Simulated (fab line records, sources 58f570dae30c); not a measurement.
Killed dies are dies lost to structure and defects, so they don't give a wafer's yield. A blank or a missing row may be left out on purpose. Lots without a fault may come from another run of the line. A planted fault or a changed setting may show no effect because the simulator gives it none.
A struck lot beside a sound one | flow berkeley_cmos170 | 43 steps out of a route of 331
Sound: wafers L132.1, L132.3, L132.4. Struck: wafers L142.1, L142.4, L142.6. The cause comes at the end.
At each step with rows: each side's tool, then ch and its chambers, then its first start. Under that, the readings that differ: sound wafers | struck wafers | difference of the means | sigmas: that difference in standard deviations of wafers without a fault.
alike: readings whose means differ by less than 2 such deviations, and words and numbers that are the same on both sides. not compared: withheld readings, readings that some wafer has no value for, bounds like >300 that may hide the same value, and numbers for which the record gives no deviation and whose values overlap.
The two part at a step that has a row with sigmas, a row that says differs or no value, or rows on one side only. Numbers that don't overlap but have no deviation are shown without sigmas and don't part them. A reading that every wafer of one side lacks parts them only if that side has two wafers or more.

first, 1 step without rows for these wafers: UCB170_PLDD_IMPLANT_09.
UCB170_PLDD_STRIP_10: strips in O2.
  sound on plasma_asher-04 ch 0,1, day 6 18:05; struck on plasma_asher-03 ch 0,1, day 8 09:41
  alike: drypump_motor_current_A, oes_product_au, strip_time_to_endpoint_s
  not compared: rf_hours_counter_h
UCB170_PLDD_TW_MEAS_11:
  sound on film_metro-04, day 6 18:11; struck on film_metro-04, day 8 09:47
  alike: PLDD_TW
then, 7 steps without rows for these wafers: UCB170_PLDD_CLEAN_12 (cleans in SPM, time 600 s); UCB170_NLDD_HMDS_00 (prime time 60 s); UCB170_NLDD_COAT_01 (resist thk 900 nm); UCB170_NLDD_SOFTBAKE_02 (time 60 s); UCB170_NLDD_EXPOSE_03 (exposes mask NSELECT, target cd 1200 nm); UCB170_NLDD_PEB_04; UCB170_NLDD_DEVELOP_05 (develop time 45 s).
UCB170_NLDD_CD_MEAS_06: target cd 1200 nm.
  sound on cd_sem-02, day 6 20:05; struck on cd_sem-02, day 8 11:22
  alike: cd_nm
UCB170_NLDD_OVL_MEAS_07:
  sound on overlay-01, day 6 20:13; struck on overlay-02, day 8 11:29
  alike: NLDD_OVL
UCB170_NLDD_IMPLANT_08:
  sound on implanter-01 ch 0, day 6 20:14; struck on implanter-01 ch 0, day 8 11:31
  reading            | sound                         | struck                       | difference | sigmas
  dose_ions_cm2      | 5.002e+13 5.009e+13 5.005e+13 | 2.219e+13 2.222e+13 2.22e+13 | -2.785e+13 | -99 or more
  faraday_current_uA | 161 160 163                   | 68 71 73                     | -91        | -28
then, 1 step without rows for these wafers: UCB170_NLDD_IMPLANT_09.
UCB170_NLDD_STRIP_10: strips in O2.
  sound on plasma_asher-02 ch 0,1, day 6 20:32; struck on plasma_asher-02 ch 0,1, day 8 11:49
  alike: drypump_motor_current_A, oes_product_au, strip_time_to_endpoint_s
  not compared: rf_hours_counter_h
UCB170_NLDD_TW_MEAS_11:
  sound on film_metro-04, day 6 20:38; struck on film_metro-04, day 8 12:08
  reading | sound          | struck         | difference | sigmas
  NLDD_TW | 2258 2253 2260 | 2066 2074 2078 | -184       | -14
  not compared: hold
UCB170_SPACER_CVD_00: deposits SiO2 from TEOS/O2, target thk 376 nm, time 45.04 s.
  sound on pecvd-02 ch 0,1, day 6 20:53; struck on pecvd-03 ch 1,2, day 8 18:46
  alike: heater_power_w
UCB170_SPACER_THK_MEAS_01:
  sound on film_metro-04, day 6 21:01; struck on film_metro-02, day 8 18:53
  alike: SPACER_TEOS_THK
then, 1 step without rows for these wafers: UCB170_SPACER_ANNEAL_02 (time 1800 s).
UCB170_SPACER_ETCHBACK_03: etches SiO2 in CHF3/CF4/Ar, stops on Si, target depth 376 nm, time 100 s.
  sound on rie_diel-02 ch 0,2,3, day 7 00:38; struck on rie_diel-04 ch 0,2,3, day 8 20:43
  alike: drypump_motor_current_A, oes_product_au, throttle_valve_pct
  not compared: rf_hours_counter_h
then, 6 steps without rows for these wafers: UCB170_PSD_HMDS_00 (prime time 60 s); UCB170_PSD_COAT_01 (resist thk 900 nm); UCB170_PSD_SOFTBAKE_02 (time 60 s); UCB170_PSD_EXPOSE_03 (exposes mask PSELECT MOD, target cd 1200 nm); UCB170_PSD_PEB_04; UCB170_PSD_DEVELOP_05 (develop time 45 s).
UCB170_PSD_CD_MEAS_06: target cd 1200 nm.
  sound on cd_sem-01, day 7 01:40; struck on cd_sem-01, day 8 21:59
  alike: cd_nm
UCB170_PSD_OVL_MEAS_07:
  sound on overlay-01, day 7 01:47; struck on overlay-01, day 8 22:06
  alike: PSD_OVL
then, 1 step without rows for these wafers: UCB170_PSD_IMPLANT_08.
UCB170_PSD_STRIP_09: strips in O2.
  sound on plasma_asher-03 ch 0,1, day 7 01:59; struck on plasma_asher-04 ch 0,1, day 8 22:17
  alike: drypump_motor_current_A, oes_product_au, strip_time_to_endpoint_s
  not compared: rf_hours_counter_h
UCB170_PSD_TW_MEAS_10:
  sound on film_metro-01, day 7 02:08; struck on film_metro-03, day 8 22:26
  alike: PSD_TW
then, 7 steps without rows for these wafers: UCB170_PSD_CLEAN_11 (cleans in SPM, time 600 s); UCB170_NSD_HMDS_00 (prime time 60 s); UCB170_NSD_COAT_01 (resist thk 900 nm); UCB170_NSD_SOFTBAKE_02 (time 60 s); UCB170_NSD_EXPOSE_03 (exposes mask NSELECT MOD, target cd 1200 nm); UCB170_NSD_PEB_04; UCB170_NSD_DEVELOP_05 (develop time 45 s).
UCB170_NSD_CD_MEAS_06: target cd 1200 nm.
  sound on cd_sem-02, day 7 04:37; struck on cd_sem-02, day 9 03:50
  alike: cd_nm
UCB170_NSD_OVL_MEAS_07:
  sound on overlay-01, day 7 04:44; struck on overlay-01, day 9 03:58
  alike: NSD_OVL
then, 1 step without rows for these wafers: UCB170_NSD_IMPLANT_08.
UCB170_SDANNEAL_RS_MEAS_05: measures by four-point-probe.
  sound on film_metro-03, day 7 07:08; struck on film_metro-03, day 9 09:29
  reading          | sound             | struck            | difference | sigmas
  NLDD_RS (ohm/sq) | 615.6 615.5 616.2 | 763.6 762.8 762.8 | +147.3     | +99 or more
  not compared: hold
UCB170_M3_PROBE_99:
  the record has rows for the sound wafers here (prober-02, day 8 08:50) and none for the struck ones

WHERE THEY PART
First at UCB170_NLDD_IMPLANT_08; last, within this record, at UCB170_M3_PROBE_99.

WHY: what the simulator had put in
Process parameter drift: implanter-01, from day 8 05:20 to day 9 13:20, at UCB170_NLDD_IMPLANT_08. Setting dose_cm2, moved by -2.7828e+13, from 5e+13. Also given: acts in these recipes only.
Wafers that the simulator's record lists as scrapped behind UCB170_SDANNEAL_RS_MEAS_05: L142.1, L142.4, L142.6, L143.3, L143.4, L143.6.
